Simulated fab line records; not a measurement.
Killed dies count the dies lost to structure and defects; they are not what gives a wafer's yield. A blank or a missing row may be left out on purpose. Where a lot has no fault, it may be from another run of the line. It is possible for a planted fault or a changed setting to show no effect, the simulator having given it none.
Code-filled problem report in 8D (eight disciplines) form | flow berkeley cmos170 | the parts of the form that need people (team, actions taken, sign-off) are left out

== 1. WHAT WENT WRONG ==
At UCB170_M2_SPUTTER_01, cathode dc power W averages 6128.8 W over 6 wafers from 2 lots, while fault-free wafers read 5999.8 W, standard deviation 1.1. That is +99 or more standard deviations from the usual mean.
The step: material Al, target thk 900 nm, time 120 s.
The first sign was on wafer L336.1 at day 10 22:52, on pvd sputter-02. The record has a number at this step for 18 wafers belonging to 6 lots. The rule behind "out" and "out of limits": a value lying over 4 standard deviations away from the usual mean. The other wafers with a number count as sound.

== 2. WHAT IT IS; WHAT IT IS NOT ==
question                    | is                     | is not
which readings at this step | cathode dc power W     | throttle valve pct
which lots                  | L332, L336             | L322, L323, L343, L344
which wafers of those lots  | all that have a number | -
read on which tools         | pvd sputter-02         | pvd sputter-03, pvd sputter-04
when                        | from day 10 22:52      | up to then (6 sound wafers); but 6 sound wafers of L343, L344 came after

== 3. WHAT RULES OUT EACH SUSPECT ==
Counting: a tool at a process step up to the reading stays a suspect if it ran every lot that is out and no sound lot after the first of them.
- rie diel-04 at UCB170_V1_ETCH_14 (etches SiO2 in CHF3/CF4/Ar, stops on Al, target depth 1250 nm, time 291 s): ruled out as a lasting fault. The sound lots L344 went through it after L336, its earliest lot that is out (day 10 22:25).
- pvd sputter-02 at UCB170_M2_SPUTTER_01 (material Al, target thk 900 nm, time 120 s): kept. It ran every lot that is out, first L336 (day 10 22:52), and no sound lot after that. On those wafers its own readings are out: cathode dc power W.
After counting, what remains is pvd sputter-02 at UCB170_M2_SPUTTER_01.

== 4. THE CAUSE (what the simulator had put in) ==
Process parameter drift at UCB170_M2_SPUTTER_01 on pvd sputter-02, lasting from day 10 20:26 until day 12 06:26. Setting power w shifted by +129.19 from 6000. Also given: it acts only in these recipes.
Only this tool survived the counting.

== 5. SEQUENCE OF EFFECTS, ordered by route ==
Each row: a reading whose mean over the struck wafers that have a number lies more than 3 standard deviations from the usual. Only readings whose record carries a usual standard deviation are examined. hours: median over the lots of the time between each lot's start at the first step of this table that gives one and its start at this step. sigmas: the change, counted in usual standard deviations.
hours | step                 | reading            | usual    | on struck wafers | change | sigmas
0     | UCB170_M2_SPUTTER_01 | cathode dc power W | 5999.8 W | 6128.8           | +129.0 | +99 or more
Process steps it contains:
- UCB170_M2_SPUTTER_01: material Al, target thk 900 nm, time 120 s.
Later steps that measure or inspect, where all struck wafers having a row at the step show a number for every such reading and not one has moved that far: UCB170_M2_RS_MEAS_02, UCB170_M2_THK_MEAS_03, UCB170_M2_CD_MEAS_15, UCB170_M2_OVL_MEAS_16, UCB170_M2_CD_MEAS_90, UCB170_V2_THK_MEAS_01, UCB170_V2_BOW_MEAS_03, UCB170_V2_THK_MEAS_04.

== 6. WHAT WOULD HAVE CAUGHT IT SOONER ==
2 hours passed between the start of the fault at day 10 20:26 and the first reading out of limits in this record, taken at day 10 22:52.
